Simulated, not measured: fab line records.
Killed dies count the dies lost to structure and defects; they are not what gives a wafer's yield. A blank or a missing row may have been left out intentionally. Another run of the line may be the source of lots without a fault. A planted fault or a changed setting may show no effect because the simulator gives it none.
Which tool was responsible? -- flow berkeley-cmos170 -- Sampling: 13 lots, 39 wafers, 6 of 331 route steps

WHAT THE GAUGES READ, wafer by wafer
UCB170_M2_OVL_MEAS_16.
lot,measured,on,M2_OVL (nm)
L869,day 7 10:02,overlay-02,4 -8 2
L870,day 8 05:03,overlay-02,-7 -3 -2
L872,day 8 09:56,overlay-01,2 -3 1
L871,day 8 10:33,overlay-02,4 4 3
L873,day 8 13:43,overlay-01,14 4 8
L875,day 9 08:01,overlay-01,-3 0 1
L878,day 9 17:11,overlay-02,9 5 3
L881,day 10 10:31,overlay-01,10 7 11
L885,day 11 10:55,overlay-01,-1 7 4
L886,day 11 11:33,overlay-02,1 1 0
L888,day 11 20:28,overlay-01,0 10 3
L890,day 12 03:08,overlay-01,3 -1 8
L891,day 12 03:05,overlay-02,-2 1 5

UCB170_M3_RS_MEAS_02: a four-point-probe measurement.
lot,measured,on,M3_AL_RS (ohm/sq)
L869,day 7 13:15,film-metro-02,0.0316 0.0321 0.0320
L870,day 8 08:45,film-metro-02,0.0321 0.0323 0.0322
L872,day 8 12:50,film-metro-04,0.0323 0.0324 0.0323
L871,day 8 13:53,film-metro-02,0.0323 0.0321 0.0317
L873,day 8 19:41,film-metro-02,0.0323 0.0323 0.0320
L875,day 9 11:34,film-metro-04,0.0333 0.0331 0.0329
L878,day 9 20:21,film-metro-02,0.0328 0.0327 0.0329
L881,day 10 14:23,film-metro-04,0.0325 0.0324 0.0324
L885,day 11 14:32,film-metro-03,0.0287 0.0323 0.0325 0.0287 0.0324 0.0325
L886,day 11 15:18,film-metro-04,0.0319 0.0318 0.0322
L888,day 11 23:22,film-metro-04,0.0323 0.0326 0.0327
L890,day 12 06:28,film-metro-04,0.0322 0.0319 0.0318
L891,day 12 06:08,film-metro-03,0.0325 0.0329 0.0322

UCB170_M3_THK_MEAS_03: measures by xrf.
lot,measured,on,M3_AL_THK (nm)
L869,day 7 13:22,film-metro-02,928 917 915
L870,day 8 08:52,film-metro-02,930 919 919
L872,day 8 12:58,film-metro-04,921 923 925
L871,day 8 14:01,film-metro-02,918 928 934
L873,day 8 19:49,film-metro-02,920 919 927
L875,day 9 11:41,film-metro-04,890 897 906
L878,day 9 20:26,film-metro-02,900 904 894
L881,day 10 14:30,film-metro-04,927 929 924
L885,day 12 01:49,film-metro-03,1038 920 910 1030 919 913
L886,day 11 15:24,film-metro-04,936 936 932
L888,day 11 23:29,film-metro-04,922 918 917
L890,day 12 06:35,film-metro-04,923 940 936
L891,day 12 06:14,film-metro-03,912 902 925

UCB170_M3_OVL_MEAS_16.
lot,measured,on,M3_OVL (nm)
L869,day 7 17:46,overlay-02,-2 -3 4
L870,day 8 11:13,overlay-01,-8 -5 -6
L872,day 8 14:43,overlay-01,-4 -9 -9
L871,day 8 16:43,overlay-02,-2 3 0
L873,day 8 22:01,overlay-02,1 2 0
L875,day 9 15:46,overlay-01,5 -4 1
L878,day 10 01:23,overlay-01,-2 1 0
L881,day 10 17:59,overlay-01,2 3 2
L885,day 12 09:28,overlay-01,-7 -4 -1
L886,day 11 18:53,overlay-02,9 1 8
L888,day 12 01:50,overlay-01,2 -3 -5
L890,day 12 09:05,overlay-01,-8 -4 -3
L891,day 12 08:57,overlay-01,-1 -6 -7

TOOL THAT RAN EACH LOT (tool first, then ch and the chambers of the sampled wafers, then the start)
lot,UCB170_NWELL_STRIP_15,UCB170_M3_SPUTTER_01
L869,"plasma-asher-01 ch 0,1, day 2 10:54","pvd-sputter-03, day 7 13:10"
L870,"plasma-asher-01 ch 0,1, day 2 16:21","pvd-sputter-04, day 8 08:40"
L872,"plasma-asher-04 ch 0,1, day 2 21:40","pvd-sputter-02, day 8 12:46"
L871,"plasma-asher-02 ch 1, day 2 22:23","pvd-sputter-03, day 8 13:48"
L873,"plasma-asher-04 ch 0,1, day 3 07:03","pvd-sputter-04, day 8 19:37"
L875,"plasma-asher-02 ch 0,1, day 3 15:21","pvd-sputter-02, day 9 11:28"
L878,"plasma-asher-02 ch 0,1, day 4 01:55","pvd-sputter-02, day 9 20:13"
L881,"plasma-asher-04 ch 0,1, day 4 21:19","pvd-sputter-04, day 10 14:17"
L885,"plasma-asher-04 ch 0,1, day 5 22:00","pvd-sputter-02, day 11 14:25"
L886,"plasma-asher-01 ch 0,1, day 6 02:10","pvd-sputter-04, day 11 15:11"
L888,"plasma-asher-04 ch 0,1, day 6 12:23","pvd-sputter-03, day 11 23:17"
L890,"plasma-asher-01 ch 0,1, day 6 17:11","pvd-sputter-03, day 12 06:23"
L891,"plasma-asher-01 ch 0,1, day 6 17:46","pvd-sputter-04, day 12 06:01"
- UCB170_NWELL_STRIP_15: strips in O2.
- UCB170_M3_SPUTTER_01: material Al, target thk 900 nm, time 120 s.

WHAT THE TOOLS THEMSELVES READ (means of the sampled wafers that have a number; where no wafer has one, the mark that the record gives instead)
UCB170_NWELL_STRIP_15.
lot,tool,drypump-motor-current-A (A),o2-flow-sccm (sccm),oes-product-au (a.u.),strip-time-to-endpoint-s (s)
L869,plasma-asher-01,5.7,400.6,0.721,18.08
L870,plasma-asher-01,5.7,400.3,0.720,18.13
L872,plasma-asher-04,5.9,399.7,0.723,17.96
L871,plasma-asher-02,5.2,399.9,0.720,18.18
L873,plasma-asher-04,5.9,400.1,0.719,17.97
L875,plasma-asher-02,5.0,400.9,0.721,18.10
L878,plasma-asher-02,5.0,399.6,0.723,17.89
L881,plasma-asher-04,6.1,400.6,0.725,17.90
L885,plasma-asher-04,6.1,397.5,0.721,18.20
L886,plasma-asher-01,5.6,401.2,0.719,17.99
L888,plasma-asher-04,6.1,400.1,0.716,18.00
L890,plasma-asher-01,5.7,398.6,0.718,18.09
L891,plasma-asher-01,5.5,399.2,0.720,17.97

UCB170_M3_SPUTTER_01.
lot,tool,throttle-valve-pct (%)
L869,pvd-sputter-03,30.5
L870,pvd-sputter-04,30.8
L872,pvd-sputter-02,31.0
L871,pvd-sputter-03,30.3
L873,pvd-sputter-04,30.2
L875,pvd-sputter-02,31.3
L878,pvd-sputter-02,30.7
L881,pvd-sputter-04,30.8
L885,pvd-sputter-02,31.2
L886,pvd-sputter-04,31.5
L888,pvd-sputter-03,31.1
L890,pvd-sputter-03,30.9
L891,pvd-sputter-04,30.3

THE ANSWER, worked out from the rows above alone
Rule: what is usual is taken from the lots themselves. The widest of any qualifying gaps counts: lots, ordered by their means at a reading, are off when they make up no more than a third of the lots, leave a main group of 4 or more, and stand apart from it by 3 or more times the standard deviation of that group's means. A main group whose means are all the same, to the digits that the tables above print for the reading, isn't used. A lot without any number at a reading at which 4 lots or more have one is off too. Where the step has rows for the other lots, those lots are counted as sound. After the gauges, taken in route order, come the tools' own readings; for these a lot's mean is taken, as printed above. At the first step where some lot is off, the reading lying furthest off is the one used; lots without a number count as furthest.
None of the lots is off at any reading shown; this tells nothing.

WHAT HAD BEEN PUT IN BY THE SIMULATOR
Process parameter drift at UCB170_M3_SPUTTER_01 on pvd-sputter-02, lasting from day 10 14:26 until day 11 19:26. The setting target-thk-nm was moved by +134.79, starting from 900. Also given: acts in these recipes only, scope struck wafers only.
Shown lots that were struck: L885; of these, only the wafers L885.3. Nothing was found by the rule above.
